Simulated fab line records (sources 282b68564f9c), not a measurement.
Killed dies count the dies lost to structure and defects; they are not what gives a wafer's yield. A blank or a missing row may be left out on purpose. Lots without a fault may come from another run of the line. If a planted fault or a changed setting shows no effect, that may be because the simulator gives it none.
Struck lot and sound lot, side by side :: flow rit cmos :: 34 out of 202 route steps
Sound: the wafers L377.1, L377.3, L377.6. Wafers struck: L389.2, L389.4, L389.6. The cause is named last.
Per side, at each step with rows, come the tool, then ch with its chambers, and then its first start. Under that, the readings that differ: sound wafers :: struck wafers :: difference of the means :: sigmas: that difference in standard deviations of wafers without a fault.
alike: a reading whose means differ by less than 2 such deviations, as well as words and numbers matching on both sides. not compared: withheld readings; readings where some wafer has no value; bounds like >300 that might hide an equal value; numbers whose values overlap and for which the record gives no deviation.
The two part at a step that has a row with sigmas, a row that says differs or no value, or rows on one side only. Numbers that don't overlap but have no deviation are shown without sigmas and don't part them. A reading missing from all wafers of one side parts the sides only when that side holds two or more wafers.

first, 2 steps without rows for these wafers: RIT_SPACER_CLEAN_02 (cleans in SC2, time 600 s); RIT_SPACER_CVD_03 (deposits Si3N4 from SiH2Cl2/NH3, target thk 250 nm, time 3300 s).
RIT_SPACER_THK_MEAS_04:
  sound: film metro-04 at day 6 02:15; struck: film metro-04 at day 7 11:26
reading: SPACER_NITRIDE_THK (nm)
sound: 251.7 251.3 249.2
struck: 245.5 244.5 244.0
difference: -6.1
sigmas: -2
RIT_SPACER_ETCHBACK_05: etches Si3N4 in SF6/CHF3, stops on SiO2, target depth 250 nm, time 240 s.
  sound on rie diel-03 ch 1,3, day 6 02:19; struck on rie diel-03 ch 0,1,3, day 7 11:29
  alike: drypump motor current A, oes product au, throttle valve pct
  not compared: rf hours counter h
then, 6 steps without rows for these wafers: RIT_NSD_HMDS_00 (prime time 60 s); RIT_NSD_COAT_01 (resist thk 1000 nm); RIT_NSD_SOFTBAKE_02 (time 60 s); RIT_NSD_EXPOSE_03 (exposes mask M9, target cd 40700 nm); RIT_NSD_PEB_04; RIT_NSD_DEVELOP_05 (develop time 50 s).
RIT_NSD_OVL_MEAS_06:
  sound: overlay-02 at day 6 03:38; struck: overlay-02 at day 7 12:41
  alike: NSD_OVL
then, 1 step without rows for these wafers: RIT_NSD_HARDBAKE_07 (time 60 s).
RIT_NSD_IMPLANT_08:
  sound on implanter-02 ch 0, day 6 04:11; struck on implanter-02 ch 0, day 7 12:54
reading: beam energy keV
sound: 25.004 25.010 25.009
struck: 20.501 20.494 20.499
difference: -4.510
sigmas: -99 or more

reading: model.implant.rp nm (nm)
sound: 32.01 32.01 32.01
struck: 27.58 27.58 27.58
difference: -4.43
sigmas: 

reading: model.implant.drp nm (nm)
sound: 14.84 14.84 14.84
struck: 13.16 13.16 13.16
difference: -1.68
sigmas: 
RIT_NSD_STRIP_09: strips in O2, time 180 s.
  sound on plasma asher-03 ch 0,1, day 6 04:20; struck on plasma asher-01 ch 1, day 7 13:01
  alike: drypump motor current A
  not compared: rf hours counter h
RIT_NSD_TW_MEAS_10:
  sound: film metro-03 at day 6 04:31; struck: film metro-01 at day 7 13:13
reading: NSD_TW
sound: 3160 3164 3164
struck: 2911 2921 2917
difference: -246
sigmas: -7
then, 6 steps without rows for these wafers: RIT_PSD_HMDS_00 (prime time 60 s); RIT_PSD_COAT_01 (resist thk 1000 nm); RIT_PSD_SOFTBAKE_02 (time 60 s); RIT_PSD_EXPOSE_03 (exposes mask M10, target cd 40900 nm); RIT_PSD_PEB_04; RIT_PSD_DEVELOP_05 (develop time 50 s).
RIT_PSD_OVL_MEAS_06:
  sound: overlay-02 at day 6 05:33; struck: overlay-02 at day 7 14:07
  alike: PSD_OVL
then, 2 steps without rows for these wafers: RIT_PSD_HARDBAKE_07 (time 60 s); RIT_PSD_IMPLANT_08.
RIT_PSD_STRIP_09: strips in O2, time 180 s.
  sound on plasma asher-04 ch 0,1, day 6 05:58; struck on plasma asher-04 ch 0,1, day 7 14:26
  alike: drypump motor current A
  not compared: rf hours counter h
RIT_PSD_TW_MEAS_10:
  sound: film metro-03 at day 6 06:08; struck: film metro-02 at day 7 14:38
  alike: PSD_TW
then, 3 steps without rows for these wafers: RIT_SDANNEAL_CLEAN_00 (cleans in SC1, time 600 s); RIT_SDANNEAL_CLEAN_01 (cleans in dHF, time 30 s); RIT_SDANNEAL_CLEAN_02 (cleans in SC2, time 600 s).
RIT_SDANNEAL_RTA_03: time 5 s.
  sound on rtp anneal-02 ch 0, day 6 06:34; struck on rtp anneal-01 ch 0, day 7 15:03
  alike: ramp down c per s, ramp up c per s, wafer_temp_C_max
RIT_SDANNEAL_RS_MEAS_04: measures by four-point-probe.
  sound: film metro-01 at day 6 06:37; struck: film metro-01 at day 7 15:07
reading: PSD_RS (ohm/sq)
sound: 115.51 115.58 115.41
struck: 116.27 115.96 116.08
difference: +0.60
sigmas: +2
RIT_SDANNEAL_RS_MEAS_05: measures by four-point-probe.
  sound: film metro-01 at day 6 06:44; struck: film metro-01 at day 7 15:14
reading: NSD_RS (ohm/sq)
sound: 83.9 84.4 84.1
struck: 86.6 86.6 87.0
difference: +2.6
sigmas: +8
RIT_SDANNEAL_RS_MEAS_06: measures by four-point-probe.
  sound: film metro-01 at day 6 06:52; struck: film metro-01 at day 7 15:22
  alike: PLDD_RS
RIT_M1_PROBE_99:
  sound: prober-01 at day 6 14:22; struck: prober-02 at day 7 22:30
  alike: killed at contacts, killed at front end, killed dies, killed on rim, killed open, killed short

WHERE THEY PART
At RIT_SPACER_THK_MEAS_04 first; at RIT_SDANNEAL_RS_MEAS_05 last (within this record only). Later steps at which nothing parts them and some readings are alike: RIT_SDANNEAL_RS_MEAS_06, RIT_M1_PROBE_99.

WHY: what the simulator had put in
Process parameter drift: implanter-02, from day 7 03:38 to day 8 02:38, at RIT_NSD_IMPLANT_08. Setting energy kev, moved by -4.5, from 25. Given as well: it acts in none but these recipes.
